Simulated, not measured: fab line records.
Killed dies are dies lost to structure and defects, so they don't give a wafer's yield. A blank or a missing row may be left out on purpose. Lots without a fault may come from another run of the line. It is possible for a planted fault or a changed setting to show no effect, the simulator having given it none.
fab line records	flow berkeleyCmos170
record: lots: 7	wafers: 21	lastDay: 9
route steps=331 shown PWELL@53 WELLDRIVE@55 ACTIVE@60
lots with no fault: from the same line, run without faults
startH: hours from the record's first day to the start of the lot's first wafer shown	waitH: how many hours have passed since the lot's step before this one	" as in the row above	L1.1+2: a row that stands for several wafers	- either no value or no given start	* or withheld: withheld	< > ~ a bound
route shown NAME@n: a module of which the file shows steps, and the number in the route of the first	usual: average and standard deviation across the fault-free wafers	same: alike in all rows	chamber/n: place in a boat	sites: per-site readings	_std_site: their standard deviation	_edge_site: inner sites' mean taken away from outer sites' mean	radiusMm: how far each site lies from the wafer's centre	mask NAME#n: copy n	behind: tool/chamber where the wafer was last shaped	hold: why the lot was held/for how many hours/how that ended	device: the transistor (n, p or np) that didn't switch	end of line: the tests these same wafers got at the end of their route	a step with no rows: only its recipe	killed: count of dies lost to structure and defects at first sort (not the wafer's yield)	map: shows each die of a wafer: x if killed, . if not, _ if none is there
set.NAME: the setting the step ran with; set.NAME@STEP: the setting that earlier step ran with	model.NAME: the simulator's own value behind a step, which no gauge read
lots at some steps of the route; a table a step, a row a wafer
services: the hour from which a tool's chamber was out of use, counted from the record's first day as startH (under 0 if before that day), plus the number of hours and why
== steps ==
step: UCB170_PWELL_WET_ETCH_19
recipe: chemistry: H3PO4	target: Si3N4	tempC: 160	timeS: 14400
step: UCB170_PWELL_WET_ETCH_20
recipe: chemistry: BOE	dilution: 5:1	target: SiO2	tempC: 25	timeS: 22
step: UCB170_WELLDRIVE_CLEAN_00
recipe: chemistry: SPM	tempC: 120	timeS: 600
step: UCB170_WELLDRIVE_OXIDATION_01
recipe: tempC: 1100	ambient: O2	targetThkA: 1990	oxTimeS: 9000
step: UCB170_WELLDRIVE_THK_MEAS_02
recipe: reads: SiO2_of_WELLDRIVE_OXIDATION_01
usual: WELLDRIVE_OXIDE_THK: 198.0/2.7
lot.wafer	tool	chamber	startH	waitH	WELLDRIVE_OXIDE_THK[nm]
L982.1	filmMetro-04	-	70.27	0.0	201.9
L982.4	"	-	"	"	201.6
L982.6	"	-	"	"	200.7
L986.1	filmMetro-01	-	84.49	0.0	196.2
L986.3	"	-	"	"	195.7
L986.6	"	-	"	"	198.4
L988.1	filmMetro-04	-	92.76	0.0	192.3
L988.2	"	-	"	"	197.4
L988.6	"	-	"	"	199.8
L990.1	filmMetro-01	-	102.54	0.0	199.9
L990.5	"	-	"	"	197.1
L990.6	"	-	"	"	198.2
L992.1	filmMetro-02	-	112.89	0.0	196.9
L992.2	"	-	"	"	194.3
L992.3	"	-	"	"	193.5
L991.3	filmMetro-04	-	112.91	0.0	199.4
L991.4	"	-	"	"	203.3
L991.5	"	-	"	"	202.4
L993.1	filmMetro-01	-	118.42	0.0	194.8
L993.2	"	-	"	"	196.8
L993.5	"	-	"	"	196.2
step: UCB170_WELLDRIVE_ANNEAL_03
recipe: tempC: 1100	timeS: 900	ambient: N2
step: UCB170_WELLDRIVE_WET_ETCH_04
recipe: chemistry: BOE	dilution: 5:1	target: SiO2	tempC: 25	timeS: 120
step: UCB170_ACTIVE_CLEAN_00
recipe: chemistry: SPM	tempC: 120	timeS: 600
step: UCB170_ACTIVE_CLEAN_01
recipe: chemistry: dHF	dilution: 25:1	timeS: 60
step: UCB170_ACTIVE_OXIDATION_02
recipe: tempC: 1000	ambient: O2	targetThkA: 264	oxTimeS: 1260
step: UCB170_ACTIVE_THK_MEAS_03
recipe: reads: SiO2_of_ACTIVE_OXIDATION_02
usual: ACTIVE_OXIDE_THK: 26.2/0.57
lot.wafer	tool	chamber	startH	waitH	ACTIVE_OXIDE_THK[nm]
L982.1	filmMetro-03	-	79.42	0.0	25.9
L982.4	"	-	"	"	26.2
L982.6	"	-	"	"	25.7
L986.1	filmMetro-02	-	91.05	0.0	25.6
L986.3	"	-	"	"	25.7
L986.6	"	-	"	"	25.8
L988.1	filmMetro-01	-	101.05	0.0	27.0
L988.2	"	-	"	"	26.7
L988.6	"	-	"	"	26.6
L990.1	filmMetro-01	-	110.60	0.0	26.7
L990.5	"	-	"	"	26.6
L990.6	"	-	"	"	27.2
L992.1	filmMetro-03	-	119.35	0.0	26.5
L992.2	"	-	"	"	26.5
L992.3	"	-	"	"	26.7
L991.3	filmMetro-01	-	119.37	0.0	24.6
L991.4	"	-	"	"	25.1
L991.5	"	-	"	"	24.6
L993.1	filmMetro-01	-	127.56	0.0	26.3
L993.2	"	-	"	"	26.8
L993.5	"	-	"	"	26.3
step: UCB170_ACTIVE_ANNEAL_04
recipe: tempC: 1000	timeS: 900	ambient: N2
step: UCB170_ACTIVE_CVD_05
recipe: material: Si3N4	targetThkNm: 220	tempC: 800	precursor: SiH2Cl2/NH3	timeS: 3300	pressureMtorr: 200	sih2cl2FlowSccm: 25	nh3FlowSccm: 75
usual: sih2cl2FlowSccm: 24.99/0.077	spikeTcSourceC: 824.2/2.6
lot.wafer	tool	chamber	startH	waitH	sih2cl2FlowSccm	spikeTcSourceC
L982.1	lpcvd-01	1	81.77	0.0	24.89	817.5
L982.4	"	1	"	"	24.90	819.2
L982.6	"	1	"	"	24.96	818.6
L986.1	lpcvd-01	1	96.43	1.1	24.99	822.6
L986.3	"	1	"	"	24.88	819.5
L986.6	"	1	"	"	25.05	819.2
L988.1	lpcvd-02	0	104.23	0.4	25.08	824.4
L988.2	"	0	"	"	25.03	825.0
L988.6	"	0	"	"	24.97	822.1
L990.1	lpcvd-02	1	113.18	0.0	25.05	827.6
L990.5	"	1	"	"	25.01	826.0
L990.6	"	1	"	"	25.02	824.7
L991.3	lpcvd-02	1	124.71	0.0	24.86	826.0
L991.4	"	1	"	"	25.00	825.1
L991.5	"	1	"	"	25.00	824.5
L991.3	lpcvd-01	1	127.75	1.1	24.89	819.3
L991.4	"	1	"	"	25.01	817.7
L991.5	"	1	"	"	24.94	821.1
L992.1	lpcvd-02	1	124.71	0.0	25.05	826.3
L992.2	"	1	"	"	25.05	824.4
L992.3	"	1	"	"	25.02	825.8
L992.1	lpcvd-01	1	127.75	1.1	24.99	819.9
L992.2	"	1	"	"	24.99	821.1
L992.3	"	1	"	"	24.91	820.1
L993.1	lpcvd-02	1	130.35	0.0	25.12	825.6
L993.2	"	1	"	"	25.10	827.0
L993.5	"	1	"	"	25.04	826.5
L993.1	lpcvd-02	1	132.43	0.2	25.00	826.2
L993.2	"	1	"	"	24.95	827.2
L993.5	"	1	"	"	24.96	824.5
step: UCB170_ACTIVE_THK_MEAS_06
recipe: reads: Si3N4_of_ACTIVE_CVD_05
usual: ACTIVE_NITRIDE_THK: 219.0/1.9
lot.wafer	tool	chamber	startH	waitH	ACTIVE_NITRIDE_THK[nm]
L982.1	filmMetro-03	-	83.69	0.0	220.9
L982.4	"	-	"	"	221.4
L982.6	"	-	"	"	220.6
L986.1	filmMetro-02	-	98.34	0.0	218.7
L986.3	"	-	"	"	217.4
L986.6	"	-	"	"	219.1
L988.1	filmMetro-01	-	106.15	0.0	216.2
L988.2	"	-	"	"	216.9
L988.6	"	-	"	"	218.4
L990.1	filmMetro-03	-	115.12	0.0	220.8
L990.5	"	-	"	"	221.4
L990.6	"	-	"	"	222.0
L992.1	filmMetro-03	-	129.66	0.0	443.1
L992.2	"	-	"	"	442.9
L992.3	"	-	"	"	445.1
L991.3	filmMetro-01	-	129.73	0.1	440.7
L991.4	"	-	"	"	440.8
L991.5	"	-	"	"	437.9
L993.1	filmMetro-02	-	134.40	0.0	440.5
L993.2	"	-	"	"	442.7
L993.5	"	-	"	"	442.0
step: UCB170_ACTIVE_HMDS_07
recipe: primeTimeS: 60	primeTempC: 100
step: UCB170_ACTIVE_COAT_08
recipe: resist: KrF	spinRpm: 1500	resistThkNm: 900
step: UCB170_ACTIVE_SOFTBAKE_09
recipe: resist: KrF	tempC: 130	timeS: 60
step: UCB170_ACTIVE_EXPOSE_10
recipe: maskId: ACTIVE	targetCdNm: 1200	na: 0.5	sigmaOuter: 0.6	sourceShape: conventional	doseMj: 20
step: UCB170_ACTIVE_PEB_11
recipe: pebTempC: 130	pebTimeS: withheld	resist: KrF
step: UCB170_ACTIVE_DEVELOP_12
recipe: developer: TMAH	developTimeS: 45	resist: KrF	devTempC: 21
step: UCB170_ACTIVE_CD_MEAS_13
recipe: targetCdNm: 1200
usual: cdNm: 1200.6/1.2
lot.wafer	tool	chamber	startH	waitH	cdNm
L982.1	cdSem-01	-	85.63	-	1200.4
L982.4	"	-	"	"	1198.9
L982.6	"	-	"	"	1199.6
L986.1	cdSem-01	-	100.19	-	1200.5
L986.3	"	-	"	"	1200.0
L986.6	"	-	"	"	1201.4
L988.1	cdSem-01	-	107.05	-	1201.7
L988.2	"	-	"	"	1201.4
L988.6	"	-	"	"	1202.2
L990.1	cdSem-01	-	116.40	-	1200.4
L990.5	"	-	"	"	1201.6
L990.6	"	-	"	"	1200.5
L992.1	cdSem-01	-	130.67	-	1202.6
L992.2	"	-	"	"	1203.8
L992.3	"	-	"	"	1202.7
L991.3	cdSem-01	-	130.80	-	1201.5
L991.4	"	-	"	"	1201.3
L991.5	"	-	"	"	1201.0
L993.1	cdSem-02	-	135.43	-	1200.9
L993.2	"	-	"	"	1201.8
L993.5	"	-	"	"	1201.0
step: UCB170_ACTIVE_OVL_MEAS_14
usual: ACTIVE_OVL: 3/4.3
lot.wafer	tool	chamber	startH	waitH	ACTIVE_OVL[nm]
L982.1	overlay-02	-	85.75	0.1	9
L982.4	"	-	"	"	4
L982.6	"	-	"	"	2
L986.1	overlay-02	-	100.31	0.1	-1
L986.3	"	-	"	"	-3
L986.6	"	-	"	"	5
L988.1	overlay-01	-	107.17	0.1	-4
L988.2	"	-	"	"	1
L988.6	"	-	"	"	-4
L990.1	overlay-01	-	116.52	0.1	-2
L990.5	"	-	"	"	-5
L990.6	"	-	"	"	2
L992.1	overlay-02	-	130.79	0.1	4
L992.2	"	-	"	"	5
L992.3	"	-	"	"	1
L991.3	overlay-02	-	130.89	0.1	7
L991.4	"	-	"	"	0
L991.5	"	-	"	"	-1
L993.1	overlay-02	-	135.55	0.1	-2
L993.2	"	-	"	"	0
L993.5	"	-	"	"	8
step: UCB170_ACTIVE_ETCH_15
recipe: chemistry: CH3F/Ar/O2	target: Si3N4	stopOn: SiO2	CH3F_flow_sccm: 20	Ar_flow_sccm: 50	O2_flow_sccm: 7	pressureMtorr: 50	rfW: 450	targetDepthA: 2420	overEtchFrac: 0.1	timeS: 151
usual: drypumpMotorCurrentA: 5.8/0.33	oesProductAu: 0.937/0.018	throttleValvePct: 8.04/0.078
same: overEtchFrac: 0.1
lot.wafer	tool	chamber	startH	waitH	drypumpMotorCurrentA	oesProductAu	rfHoursCounterH	throttleValvePct	model.etch.depthNm
L982.1	rieDiel-03	2	85.78	0.0	5.8	0.943	111	8.07	220.9
L982.4	"	3	"	"	6.0	0.952	136	7.95	221.5
L982.6	"	0	"	"	5.7	0.915	-	8.04	220.6
L986.1	rieDiel-03	3	100.35	0.0	6.0	0.941	137	7.96	218.7
L986.3	"	2	"	"	5.8	0.945	112	8.05	217.4
L986.6	"	0	"	"	5.7	0.916	-	8.04	218.8
L988.1	rieDiel-04	2	107.20	0.0	5.9	0.961	33	8.13	216.1
L988.2	"	3	"	"	5.3	0.931	136	8.11	217
L988.6	"	1	"	"	5.9	0.921	-	7.93	218.2
L990.1	rieDiel-02	3	116.55	0.0	5.2	0.948	0	8.08	220.9
L990.5	"	3	"	"	5.2	0.941	-	8.10	221.5
L990.6	"	0	"	"	5.6	0.940	-	7.99	222
L992.1	rieDiel-03	0	130.82	0.0	5.7	0.977	14	8.07	245.2
L992.2	"	1	"	"	5.5	0.958	136	8.05	235.2
L992.3	"	3	"	"	6.0	0.990	138	7.95	238.4
L991.3	rieDiel-02	3	130.92	0.0	5.2	1.021	1	8.08	249.2
L991.4	"	1	"	"	6.4	0.997	75	8.04	240
L991.5	"	0	"	"	5.6	1.011	-	8.00	247.1
L993.1	rieDiel-02	3	135.59	0.0	5.2	1.024	1	8.09	249.1
L993.2	"	2	"	"	6.2	1.037	78	8.05	244.4
L993.5	"	1	"	"	6.3	0.998	-	8.04	238.3
step: UCB170_ACTIVE_STRIP_16
recipe: chemistry: O2	powerW: 400	pressureMtorr: 3500	platenTempC: withheld	o2FlowSccm: 400	overashFraction: 0.5
usual: drypumpMotorCurrentA: 5.7/0.53	o2FlowSccm: 399.9/1.2	oesProductAu: 0.721/0.0041	stripTimeToEndpointS: 18.11/0.086
lot.wafer	tool	chamber	startH	waitH	drypumpMotorCurrentA	o2FlowSccm	oesProductAu	rfHoursCounterH	stripTimeToEndpointS
L982.1	plasmaAsher-04	0	85.88	0.1	6.5	400.4	0.723	37	18.21
L982.4	"	1	"	"	6.3	399.8	0.727	-	18.18
L982.6	"	1	"	"	6.3	398.3	0.724	-	18.01
L986.1	plasmaAsher-02	1	100.45	0.1	5.3	398.6	0.728	39	18.18
L986.3	"	0	"	"	5.5	399.5	0.720	-	18.23
L986.6	"	1	"	"	5.3	400.2	0.725	-	18.03
L988.1	plasmaAsher-04	1	107.30	0.1	6.3	400.7	0.721	40	18.00
L988.2	"	0	"	"	6.4	401.7	0.731	40	17.95
L988.6	"	1	"	"	6.3	398.7	0.733	-	17.95
L990.1	plasmaAsher-04	1	116.65	0.1	6.3	399.5	0.719	42	18.08
L990.5	"	1	"	"	6.3	399.3	0.717	-	18.09
L990.6	"	0	"	"	6.4	399.0	0.728	-	18.08
L992.1	plasmaAsher-02	0	130.92	0.1	5.6	398.2	0.723	43	17.96
L992.2	"	1	"	"	5.3	400.8	0.719	43	18.17
L992.3	"	1	"	"	5.3	399.1	0.718	-	18.12
L991.3	plasmaAsher-03	1	131.05	0.1	5.8	400.3	0.723	-	18.07
L991.4	"	0	"	"	5.0	398.3	0.718	-	18.25
L991.5	"	0	"	"	5.0	399.6	0.719	-	18.06
L993.1	plasmaAsher-02	1	135.69	0.1	5.3	399.6	0.722	43	17.99
L993.2	"	0	"	"	5.5	396.9	0.721	43	18.05
L993.5	"	0	"	"	5.5	397.4	0.727	-	18.17
== services ==
tool	chamber	startH	hours	kind
rieDiel-04	-	89.16	4.3	pm
rieDiel-02	3	100.19	-	clean
rieDiel-02	3	100.19	15.7	scheduledDown
rieDiel-02	3	100.19	15.7	ventCycle
rieDiel-03	3	114.44	2.7	repair
== key ==
firstSign: step: UCB170_ACTIVE_CVD_05	reading: visit	direction: added
effect: step: UCB170_ACTIVE_THK_MEAS_06	reading: ACTIVE_NITRIDE_THK	direction: up	sigmas: 99+	usual: 219.0	struck: 441.7
effect: step: UCB170_ACTIVE_ETCH_15	reading: oesProductAu	direction: up	sigmas: 3.5	usual: 0.937	struck: 1.002
modelEffect: step: UCB170_ACTIVE_ETCH_15	value: etch.depthNm	without: 219.6	struck: 243
metAt UCB170_ACTIVE_CVD_05
struckWafers L991.3,L991.4,L991.5,L992.1,L992.2,L992.3,L993.1,L993.2,L993.5
laterRowsLeftOut L991.3,L991.4,L992.1,L992.2,L992.3,L993.1,L993.2,L993.5
sortLeftOut L991.3,L991.4,L991.5,L992.1,L992.2,L992.3,L993.1,L993.2,L993.5
testerLeftOut L991,L992,L993
fault: kind: repeatedStepWhole	tool: lpcvd-01,lpcvd-02	chamber: -	onsetH: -	steps: UCB170_ACTIVE_CVD_05	times: 1	scope: struckLotsOnly
testerLeftOut: of these lots the tester's yield and bins aren't shown, on N5 and GAA mostly nor the transistor test; their killed dies are dies lost to structure and defects alone, not to doping, threshold or leakage, so they don't give the yield
sortLeftOut: the simulated sort isn't trusted on such a fault, so these wafers' sort isn't shown, and their yield isn't known
laterRowsLeftOut: the simulator's readings of these wafers behind a module that went badly wrong aren't trusted and aren't shown, but for the sort
